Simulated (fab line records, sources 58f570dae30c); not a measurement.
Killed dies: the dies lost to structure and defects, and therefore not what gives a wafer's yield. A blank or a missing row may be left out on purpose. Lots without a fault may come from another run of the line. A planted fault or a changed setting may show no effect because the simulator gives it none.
2 desks looking at one fault ; flow berkeley_cmos170 ; each desk holds nothing but its own numbers, with what lay behind them at the end

THE TOOL OWNER'S DESK: rie_diel-02
The tool's own readings at UCB170_PWELL_ETCH_14 (etches Si3N4 in CH3F/Ar/O2, stops on SiO2, target depth 242 nm, time 151 s): means of the sampled wafers that have a number, for each lot that ran on this tool. Any lot whose mean is over 4 standard deviations away from the usual mean is out of limits and marked OUT; that distance is given in the brackets.
Columns: A = drypump_motor_current_A at UCB170_PWELL_ETCH_14, usual 5.9 A; B = oes_product_au at UCB170_PWELL_ETCH_14, usual 0.942 a.u.; C = rf_fwd_power_W at UCB170_PWELL_ETCH_14, usual 430.2 W; D = throttle_valve_pct at UCB170_PWELL_ETCH_14, usual 8.06 %
lot;first seen here;A;B;C;D
L415;day 4 11:43;5.8;0.964;429.9;8.14
L418;day 5 02:32;6.0;0.892;429.7;8.16
L420;day 5 11:35;5.7;0.912;431.5;7.96
L422;day 5 18:58;5.8;0.889;429.7;8.06
Result from this desk: across the 4 lots, nothing is out of limits.

THE METROLOGY DESK
Means of the sampled wafers that have a number, per lot and without regard to the tool the lot ran on: this is what the gauges read. Any lot whose mean is over 4 standard deviations away from the usual mean is out of limits and marked OUT; that distance is given in the brackets.
Columns: A = PWELL_OXIDE_THK at UCB170_PWELL_THK_MEAS_03, usual 26.5 nm; B = SACOX_OXIDE_THK at UCB170_SACOX_THK_MEAS_02, usual 14.2 nm; C = PVT_OVL at UCB170_PVT_OVL_MEAS_06, usual -2 nm
lot;first seen here;A;B;C
L411;day 3 01:20;27.4;14.4;-12
L412;day 3 11:22;26.5;14.2;2
L414;day 3 22:29;26.2;14.1;1
L415;day 4 03:59;26.1;14.3;1
L416;day 4 03:59;26.2;13.5;-3
L417;day 4 16:07;26.9;14.7;6
L418;day 4 16:07;27.0;14.4;-12
L421;day 5 03:23;27.1;14.6;-2
L420;day 5 03:25;26.6;15.0;-3
L422;day 5 11:41;26.7;14.7;2
L426;day 6 11:05;26.1;14.0;-10
L429;day 7 04:39;27.0;14.2;-1
L430;day 7 04:40;26.7;14.5;4
L432;day 7 12:15;26.6;14.0;4
L431;day 7 12:16;27.1;14.0;-1
Result from this desk: across the 15 lots, nothing is out of limits.

ALL TOGETHER
The desk of the tool owner found nothing out of limits.
Nothing out of limits was seen by the metrology desk.

WHAT THE SIMULATOR PUT IN
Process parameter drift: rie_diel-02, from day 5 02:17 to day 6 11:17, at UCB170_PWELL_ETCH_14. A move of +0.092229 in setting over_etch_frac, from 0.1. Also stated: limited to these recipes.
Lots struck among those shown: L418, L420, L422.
